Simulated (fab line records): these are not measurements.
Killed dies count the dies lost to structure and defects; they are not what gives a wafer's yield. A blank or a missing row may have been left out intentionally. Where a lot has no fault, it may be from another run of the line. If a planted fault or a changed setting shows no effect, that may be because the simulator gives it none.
fab line records | flow berkeley-cmos170
record lots=14 | wafers=42 | last-day=12
route steps=331 shown PWELL@48 PVT@121 V2@295
lots that met no fault: taken from a fault-free run of the same line
start-h: start of the lot's first displayed wafer, in hours after the record's first day | wait-h: hours elapsed since this lot's preceding step | " unchanged from the row above | L1.1+2: a single row standing in for several wafers | - no value, or no start was given | * or withheld: withheld | < > ~ a bound
route shown NAME@n: NAME is a module with steps in the file, n the number in the route of the first one | usual: average and standard deviation across the fault-free wafers | same: alike in all rows | chamber/n: place in a boat | sites: each site's reading | _std_site: their standard deviation | _edge_site: mean of outer sites minus mean of inner sites | radius-mm: how far each site lies from the wafer's centre | mask NAME#n: copy n | behind: the last tool/chamber to shape the wafer | hold: cause of the lot's hold/its duration in hours/its outcome | device: whichever transistor did not switch (one of n, p or np) | end of line: tests run on the same wafers once the route is complete | a step without rows: its recipe alone | killed: count of dies lost to structure and defects at first sort (not the wafer's yield) | map: per-die view of a wafer (x killed, . not killed, _ where there is no die)
set.NAME: the setting that was run; set.NAME@STEP: the one run at that earlier step | model.NAME: the simulator's own value behind a step, which no gauge read
one table for each step of the route and one row for each wafer, over a sample of lots
services: a tool's chamber out of use, with start hour (start-h, from the record's first day; less than 0 if before it), hours out, and reason
## steps
# step UCB170_PWELL_ETCH_14
# recipe chemistry=CH3F/Ar/O2 | target=Si3N4 | stop-on=SiO2 | CH3F_flow_sccm=20 | Ar_flow_sccm=50 | O2_flow_sccm=7 | pressure-mtorr=50 | rf-w=450 | target-depth-a=2420 | over-etch-frac=0.1 | time-s=151
# usual CH3F_flow_sccm=20.00/0.061 | O2_flow_sccm=7.003/0.02 | drypump-motor-current-A=5.8/0.37 | mfc-ar-sccm=50.00/0.15 | oes-product-au=0.940/0.014 | throttle-valve-pct=8.00/0.12 | time-s=151/0
lot.wafer | tool        | chamber | start-h | wait-h | CH3F_flow_sccm | O2_flow_sccm | drypump-motor-current-A | mfc-ar-sccm | oes-product-au | rf-hours-counter-h | throttle-valve-pct | time-s
L577.3    | rie-diel-04 | 2       | 44.72   | 0.0    | 19.98          | 7.001        | 5.8                     | 50.08       | 0.929          | 12                 | 8.24               | 151
L577.4    | "           | 0       | "       | "      | 20.03          | 6.988        | 5.4                     | 50.01       | 0.911          | 24                 | 8.14               | 151
L577.5    | "           | 0       | "       | "      | 20.10          | 6.999        | 5.4                     | 50.08       | 0.906          | -                  | 8.14               | 151
L579.3    | rie-diel-01 | 3       | 60.93   | 0.0    | 20.07          | 6.998        | 6.2                     | 50.28       | 0.931          | 168                | 7.90               | 151
L579.5    | "           | 1       | "       | "      | 19.97          | 7.065        | 6.1                     | 49.91       | 0.946          | -                  | 7.86               | 151
L579.6    | "           | 2       | "       | "      | 19.99          | 6.990        | 5.4                     | 50.11       | 0.952          | -                  | 8.02               | 151
L582.1    | rie-diel-04 | 2       | 69.63   | 0.0    | 19.96          | 6.986        | 5.8                     | 49.93       | 0.943          | 12                 | 8.25               | 151
L582.3    | "           | 3       | "       | "      | 19.97          | 7.005        | 5.5                     | 49.95       | 0.930          | 14                 | 7.98               | 151
L582.4    | "           | 1       | "       | "      | 19.98          | 6.963        | 6.3                     | 49.50       | 0.925          | 166                | 8.03               | 151
L581.1    | rie-diel-01 | 1       | 69.85   | 0.0    | 20.02          | 6.995        | 6.1                     | 49.82       | 0.943          | 159                | 7.83               | 151
L581.2    | "           | 0       | "       | "      | 19.93          | 7.014        | 6.3                     | 49.83       | 0.951          | 134                | 7.97               | 151
L581.5    | "           | 0       | "       | "      | 20.07          | 6.994        | 6.3                     | 49.97       | 0.945          | -                  | 7.97               | 151
L583.2    | rie-diel-01 | 0       | 71.91   | 0.0    | 19.91          | 6.991        | 6.3                     | 49.96       | 0.960          | 134                | 7.95               | 151
L583.4    | "           | 1       | "       | "      | 20.07          | 7.025        | 6.1                     | 50.04       | 0.954          | 159                | 7.85               | 151
L583.5    | "           | 2       | "       | "      | 20.09          | 6.967        | 5.4                     | 49.67       | 0.948          | -                  | 8.02               | 151
L587.1    | rie-diel-04 | 0       | 106.15  | 0.0    | 20.02          | 7.003        | 5.4                     | 50.08       | 0.913          | 28                 | 8.14               | 151
L587.3    | "           | 3       | "       | "      | 19.91          | 6.982        | 5.5                     | 50.01       | 0.935          | 16                 | 7.98               | 151
L587.5    | "           | 2       | "       | "      | 19.98          | 7.001        | 5.7                     | 50.30       | 0.940          | -                  | 8.25               | 151
L588.2    | rie-diel-03 | 1       | 106.40  | 0.0    | 20.02          | 7.001        | 5.3                     | 50.10       | 0.954          | 149                | 7.99               | 151
L588.4    | "           | 0       | "       | "      | 19.99          | 6.990        | 5.9                     | 50.28       | 0.945          | 94                 | 8.02               | 151
L588.5    | "           | 2       | "       | "      | 19.96          | 7.045        | 5.5                     | 50.12       | 0.958          | -                  | 7.97               | 151
L590.2    | rie-diel-03 | 3       | 119.19  | 0.0    | 20.02          | 7.003        | 6.2                     | 50.10       | 0.927          | 134                | 7.83               | 151
L590.5    | "           | 1       | "       | "      | 19.97          | 7.003        | 5.2                     | 49.86       | 0.942          | -                  | 7.99               | 151
L590.6    | "           | 2       | "       | "      | 20.09          | 7.013        | 5.5                     | 50.09       | 0.947          | -                  | 7.96               | 151
L593.4    | rie-diel-03 | 0       | 126.17  | 0.0    | -              | -            | -                       | -           | -              | -                  | -                  | -
L593.5    | "           | 1       | "       | "      | -              | -            | -                       | -           | -              | -                  | -                  | -
L593.6    | "           | 2       | "       | "      | -              | -            | -                       | -           | -              | -                  | -                  | -
L591.1    | rie-diel-04 | 0       | 126.31  | 0.0    | -              | -            | -                       | -           | -              | -                  | -                  | -
L591.3    | "           | 2       | "       | "      | -              | -            | -                       | -           | -              | -                  | -                  | -
L591.4    | "           | 1       | "       | "      | -              | -            | -                       | -           | -              | -                  | -                  | -
L595.1    | rie-diel-01 | 1       | 139.46  | 0.0    | 20.06          | 6.996        | 6.1                     | 50.17       | 0.928          | 0                  | 7.84               | 151
L595.2    | "           | 0       | "       | "      | 19.94          | 7.004        | 6.3                     | 50.06       | 0.953          | 136                | 7.96               | 151
L595.3    | "           | 2       | "       | "      | 20.11          | 6.996        | 5.4                     | 49.78       | 0.959          | 108                | 8.01               | 151
L596.1    | rie-diel-03 | 0       | 145.41  | 0.0    | 20.04          | 6.998        | 5.9                     | 49.68       | 0.944          | 96                 | 8.02               | 151
L596.2    | "           | 1       | "       | "      | 19.90          | 7.025        | 5.2                     | 50.18       | 0.948          | 151                | 7.99               | 151
L596.3    | "           | 3       | "       | "      | 19.93          | 6.976        | 6.2                     | 49.86       | 0.926          | 135                | 7.83               | 151
L599.1    | rie-diel-03 | 2       | 162.10  | 0.0    | 19.95          | 7.033        | 5.5                     | 49.69       | 0.949          | 149                | 7.99               | 151
L599.3    | "           | 3       | "       | "      | 20.08          | 6.975        | 6.2                     | 50.07       | 0.929          | 135                | 7.84               | 151
L599.4    | "           | 1       | "       | "      | 20.13          | 7.027        | 5.3                     | 50.03       | 0.962          | 152                | 7.98               | 151
L600.1    | rie-diel-04 | 1       | 170.05  | 0.0    | 19.99          | 6.991        | 6.3                     | 50.14       | 0.917          | 2                  | 8.03               | 151
L600.3    | "           | 2       | "       | "      | 20.05          | 6.960        | 5.8                     | 50.07       | 0.946          | 18                 | 8.25               | 151
L600.6    | "           | 3       | "       | "      | 19.99          | 7.009        | 5.5                     | 49.94       | 0.935          | -                  | 7.99               | 151
# step UCB170_PWELL_STRIP_16
# recipe chemistry=O2 | power-w=400 | pressure-mtorr=3500 | platen-temp-c=withheld | o2-flow-sccm=400 | overash-fraction=0.5
# usual drypump-motor-current-A=6.0/0.38 | oes-product-au=0.721/0.0044 | strip-time-to-endpoint-s=18.10/0.083
lot.wafer | tool            | chamber | start-h | wait-h | drypump-motor-current-A | oes-product-au | rf-hours-counter-h | strip-time-to-endpoint-s
L577.3    | plasma-asher-01 | 0       | 45.01   | 0.1    | 6.1                     | 0.722          | -                  | 18.17
L577.4    | "               | 1       | "       | "      | 6.3                     | 0.726          | -                  | 18.18
L577.5    | "               | 1       | "       | "      | 6.3                     | 0.725          | -                  | 18.15
L579.3    | plasma-asher-01 | 0       | 61.21   | 0.1    | 6.1                     | 0.717          | -                  | 18.04
L579.5    | "               | 0       | "       | "      | 6.1                     | 0.718          | -                  | 18.06
L579.6    | "               | 1       | "       | "      | 6.3                     | 0.718          | -                  | 17.97
L582.1    | plasma-asher-03 | 0       | 69.89   | 0.1    | 6.3                     | 0.716          | 35                 | 18.10
L582.3    | "               | 0       | "       | "      | 6.3                     | 0.729          | -                  | 18.09
L582.4    | "               | 1       | "       | "      | 5.5                     | 0.720          | -                  | 18.17
L581.1    | plasma-asher-01 | 1       | 70.10   | 0.1    | 6.3                     | 0.731          | 37                 | 18.07
L581.2    | "               | 0       | "       | "      | 6.2                     | 0.721          | 37                 | 18.17
L581.5    | "               | 1       | "       | "      | 6.3                     | 0.722          | -                  | 18.17
L583.2    | plasma-asher-04 | 1       | 72.16   | 0.1    | 6.4                     | 0.716          | 38                 | 18.07
L583.4    | "               | 0       | "       | "      | 5.3                     | 0.716          | -                  | 17.92
L583.5    | "               | 0       | "       | "      | 5.3                     | 0.720          | -                  | 17.94
L587.1    | plasma-asher-01 | 1       | 106.41  | 0.1    | 6.3                     | 0.723          | 41                 | 18.10
L587.3    | "               | 0       | "       | "      | 6.1                     | 0.723          | -                  | 18.05
L587.5    | "               | 0       | "       | "      | 6.1                     | 0.718          | -                  | 18.14
L588.2    | plasma-asher-03 | 0       | 106.65  | 0.1    | 6.3                     | 0.720          | 39                 | 18.15
L588.4    | "               | 0       | "       | "      | 6.3                     | 0.713          | -                  | 18.05
L588.5    | "               | 1       | "       | "      | 5.5                     | 0.717          | -                  | 18.15
L590.2    | plasma-asher-03 | 0       | 119.44  | 0.1    | 6.3                     | 0.720          | 0                  | 18.15
L590.5    | "               | 1       | "       | "      | 5.5                     | 0.719          | -                  | 18.03
L590.6    | "               | 0       | "       | "      | 6.3                     | 0.727          | -                  | 18.19
L593.4    | plasma-asher-04 | 0       | 126.46  | 0.1    | 5.3                     | 0.733          | -                  | 21.68
L593.5    | "               | 0       | "       | "      | 5.3                     | 0.738          | -                  | 21.65
L593.6    | "               | 1       | "       | "      | 6.4                     | 0.730          | -                  | 21.67
L591.1    | plasma-asher-03 | 1       | 126.56  | 0.1    | 5.5                     | 0.741          | 1                  | 21.68
L591.3    | "               | 0       | "       | "      | 6.3                     | 0.733          | -                  | 21.70
L591.4    | "               | 1       | "       | "      | 5.5                     | 0.738          | -                  | 21.63
L595.1    | plasma-asher-01 | 1       | 139.71  | 0.1    | 6.3                     | 0.714          | 45                 | 18.10
L595.2    | "               | 0       | "       | "      | 6.1                     | 0.724          | 45                 | 18.17
L595.3    | "               | 0       | "       | "      | 6.1                     | 0.726          | -                  | 18.05
L596.1    | plasma-asher-01 | 1       | 145.66  | 0.1    | 6.3                     | 0.719          | 46                 | 18.01
L596.2    | "               | 0       | "       | "      | 6.1                     | 0.724          | 46                 | 17.96
L596.3    | "               | 0       | "       | "      | 6.1                     | 0.720          | -                  | 18.10
L599.1    | plasma-asher-01 | 1       | 162.35  | 0.1    | 6.3                     | 0.723          | 47                 | 18.27
L599.3    | "               | 1       | "       | "      | 6.3                     | 0.722          | -                  | 18.14
L599.4    | "               | 0       | "       | "      | 6.2                     | 0.720          | -                  | 18.18
L600.1    | plasma-asher-03 | 0       | 170.30  | 0.1    | 6.3                     | 0.718          | 5                  | 18.00
L600.3    | "               | 1       | "       | "      | 5.5                     | 0.722          | -                  | 17.98
L600.6    | "               | 1       | "       | "      | 5.5                     | 0.724          | -                  | 18.03
# step UCB170_PVT_OVL_MEAS_06
# usual PVT_OVL=2/4.9
lot.wafer | tool       | chamber | start-h | wait-h | PVT_OVL[nm]
L577.3    | overlay-01 | -       | 115.75  | -      | 11
L577.4    | "          | -       | "       | "      | 4
L577.5    | "          | -       | "       | "      | -2
L579.3    | overlay-01 | -       | 122.59  | -      | -2
L579.5    | "          | -       | "       | "      | 3
L579.6    | "          | -       | "       | "      | -11
L582.1    | overlay-01 | -       | 131.99  | -      | -4
L582.3    | "          | -       | "       | "      | 4
L582.4    | "          | -       | "       | "      | 1
L581.1    | overlay-02 | -       | 132.20  | -      | 1
L581.2    | "          | -       | "       | "      | 12
L581.5    | "          | -       | "       | "      | 7
L583.2    | overlay-01 | -       | 144.65  | -      | -1
L583.4    | "          | -       | "       | "      | -3
L583.5    | "          | -       | "       | "      | 3
L588.2    | overlay-01 | -       | 176.49  | -      | 3
L588.4    | "          | -       | "       | "      | -3
L588.5    | "          | -       | "       | "      | 3
L587.1    | overlay-02 | -       | 176.53  | -      | 9
L587.3    | "          | -       | "       | "      | -1
L587.5    | "          | -       | "       | "      | 2
L590.2    | overlay-02 | -       | 183.95  | -      | -6
L590.5    | "          | -       | "       | "      | -9
L590.6    | "          | -       | "       | "      | 2
L595.1    | overlay-01 | -       | 203.57  | -      | 8
L595.2    | "          | -       | "       | "      | 0
L595.3    | "          | -       | "       | "      | 8
L596.1    | overlay-01 | -       | 218.66  | -      | 4
L596.2    | "          | -       | "       | "      | -2
L596.3    | "          | -       | "       | "      | -3
L599.1    | overlay-01 | -       | 228.76  | -      | 3
L599.3    | "          | -       | "       | "      | 0
L599.4    | "          | -       | "       | "      | 3
L600.1    | overlay-02 | -       | 239.88  | -      | 3
L600.3    | "          | -       | "       | "      | 6
L600.6    | "          | -       | "       | "      | 1
# step UCB170_V2_BOW_MEAS_03
# recipe mode=bow
# usual V2_BOW=36/7.7
lot.wafer | tool          | chamber | start-h | wait-h | V2_BOW[um]
L577.3    | film-metro-01 | -       | 165.09  | 0.2    | 38
L577.4    | "             | -       | "       | "      | 32
L577.5    | "             | -       | "       | "      | 37
L579.3    | film-metro-04 | -       | 169.50  | 0.2    | 49
L579.5    | "             | -       | "       | "      | 52
L579.6    | "             | -       | "       | "      | 40
L581.1    | film-metro-02 | -       | 191.40  | 0.2    | 40
L581.2    | "             | -       | "       | "      | 38
L581.5    | "             | -       | "       | "      | 35
L582.1    | film-metro-01 | -       | 191.52  | 0.2    | 25
L582.3    | "             | -       | "       | "      | 25
L582.4    | "             | -       | "       | "      | 37
L583.2    | film-metro-04 | -       | 193.53  | 0.2    | 44
L583.4    | "             | -       | "       | "      | 39
L583.5    | "             | -       | "       | "      | 35
L587.1    | film-metro-04 | -       | 225.58  | 0.1    | 36
L587.3    | "             | -       | "       | "      | 38
L587.5    | "             | -       | "       | "      | 41
L588.2    | film-metro-04 | -       | 225.96  | 0.2    | 27
L588.4    | "             | -       | "       | "      | 49
L588.5    | "             | -       | "       | "      | 43
L590.2    | film-metro-04 | -       | 229.40  | 0.2    | 29
L590.5    | "             | -       | "       | "      | 34
L590.6    | "             | -       | "       | "      | 32
L595.1    | film-metro-01 | -       | 259.99  | 0.2    | 26
L595.2    | "             | -       | "       | "      | 47
L595.3    | "             | -       | "       | "      | 22
L596.1    | film-metro-02 | -       | 266.82  | 0.2    | 28
L596.2    | "             | -       | "       | "      | 34
L596.3    | "             | -       | "       | "      | 48
L599.1    | film-metro-02 | -       | 270.44  | 0.2    | 46
L599.3    | "             | -       | "       | "      | 44
L599.4    | "             | -       | "       | "      | 32
L600.1    | film-metro-01 | -       | 294.29  | 0.1    | 35
L600.3    | "             | -       | "       | "      | 45
L600.6    | "             | -       | "       | "      | 47
# step UCB170_V2_CD_MEAS_12
# recipe target-cd-nm=700
# usual cd-nm=699.5/1.3
lot.wafer | tool      | chamber | start-h | wait-h | cd-nm
L577.3    | cd-sem-01 | -       | 166.69  | -      | 697.4
L577.4    | "         | -       | "       | "      | 697.1
L577.5    | "         | -       | "       | "      | 698.8
L579.3    | cd-sem-01 | -       | 170.85  | -      | 700.3
L579.5    | "         | -       | "       | "      | 699.4
L579.6    | "         | -       | "       | "      | 699.1
L581.1    | cd-sem-02 | -       | 192.97  | -      | 701.1
L581.2    | "         | -       | "       | "      | 701.2
L581.5    | "         | -       | "       | "      | 700.7
L582.1    | cd-sem-02 | -       | 193.80  | -      | 701.7
L582.3    | "         | -       | "       | "      | 701.7
L582.4    | "         | -       | "       | "      | 700.1
L583.2    | cd-sem-02 | -       | 195.17  | -      | 701.6
L583.4    | "         | -       | "       | "      | 699.5
L583.5    | "         | -       | "       | "      | 699.7
L587.1    | cd-sem-02 | -       | 227.25  | -      | 698.9
L587.3    | "         | -       | "       | "      | 699.1
L587.5    | "         | -       | "       | "      | 698.9
L588.2    | cd-sem-01 | -       | 227.54  | -      | 701.4
L588.4    | "         | -       | "       | "      | 701.8
L588.5    | "         | -       | "       | "      | 701.7
L590.2    | cd-sem-02 | -       | 231.58  | -      | 699.0
L590.5    | "         | -       | "       | "      | 699.3
L590.6    | "         | -       | "       | "      | 699.9
L595.1    | cd-sem-01 | -       | 262.07  | -      | 699.4
L595.2    | "         | -       | "       | "      | 699.9
L595.3    | "         | -       | "       | "      | 700.3
L596.1    | cd-sem-02 | -       | 268.24  | -      | 698.4
L596.2    | "         | -       | "       | "      | 698.5
L596.3    | "         | -       | "       | "      | 699.5
L599.1    | cd-sem-02 | -       | 272.57  | -      | 697.8
L599.3    | "         | -       | "       | "      | 697.7
L599.4    | "         | -       | "       | "      | 697.5
L600.1    | cd-sem-01 | -       | 296.19  | -      | 701.2
L600.3    | "         | -       | "       | "      | 698.9
L600.6    | "         | -       | "       | "      | 698.7
## services
tool            | chamber | start-h | hours | kind
rie-diel-03     | 0       | 36.21   | 15.8  | repair
plasma-asher-03 | -       | 53.78   | 2.8   | pm
rie-diel-03     | -       | 54.94   | 0.5   | repair
plasma-asher-04 | -       | 55.00   | 4.0   | repair
rie-diel-03     | 3       | 57.43   | 3.3   | repair
plasma-asher-04 | -       | 66.64   | 2.8   | pm
rie-diel-01     | 3       | 72.39   | -     | clean
rie-diel-01     | 3       | 72.39   | 21.4  | scheduled-down
rie-diel-01     | 3       | 72.39   | 21.4  | vent-cycle
rie-diel-04     | 1       | 88.25   | -     | clean
rie-diel-04     | 1       | 88.25   | 21.1  | scheduled-down
rie-diel-04     | 1       | 88.25   | 21.1  | vent-cycle
rie-diel-04     | 3       | 94.73   | 2.5   | repair
plasma-asher-04 | -       | 95.93   | 6.5   | repair
rie-diel-01     | -       | 96.86   | 14.6  | pm
plasma-asher-03 | -       | 108.75  | 9.0   | pm
plasma-asher-03 | 0       | 108.75  | 9.0   | vent-cycle
plasma-asher-03 | 1       | 108.75  | 9.0   | vent-cycle
rie-diel-01     | -       | 112.93  | 2.9   | repair
rie-diel-01     | 1       | 116.41  | -     | clean
plasma-asher-03 | 0       | 117.75  | -     | clean
plasma-asher-03 | 1       | 117.75  | -     | clean
rie-diel-01     | -       | 118.62  | 0.6   | repair
rie-diel-04     | 1       | 136.93  | 12.5  | repair
## key
first-sign step=UCB170_PWELL_ETCH_14 | reading=tool-record | direction=missing
effect step=UCB170_PWELL_STRIP_16 | reading=strip-time-to-endpoint-s | direction=up | sigmas=43 | usual=* | struck=*
met-at UCB170_PWELL_ETCH_14
struck-lots L591,L593
later-rows-left-out L591.1,L591.3,L591.4,L593.4,L593.5,L593.6
sort-left-out L591.1,L591.3,L591.4,L593.4,L593.5,L593.6
tester-left-out L591,L593
not-acting-at UCB170_PVT_OVL_MEAS_06,UCB170_V2_BOW_MEAS_03,UCB170_V2_CD_MEAS_12
onset-between 119.19 126.17
fault kind=skipped-step-whole | tool=rie-diel-03,rie-diel-04 | chamber=- | onset-h=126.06 | steps=UCB170_PWELL_ETCH_14 | scope=struck-lots-only
# tester-left-out: of these lots the tester's yield and bins aren't shown, on N5 and GAA mostly nor the transistor test; their killed dies are dies lost to structure and defects alone, not to doping, threshold or leakage, so they don't give the yield
# sort-left-out: the simulated sort isn't trusted on such a fault, so these wafers' sort isn't shown, and their yield isn't known
# later-rows-left-out: the simulator's readings of these wafers behind a module that went badly wrong aren't trusted and aren't shown, but for the sort
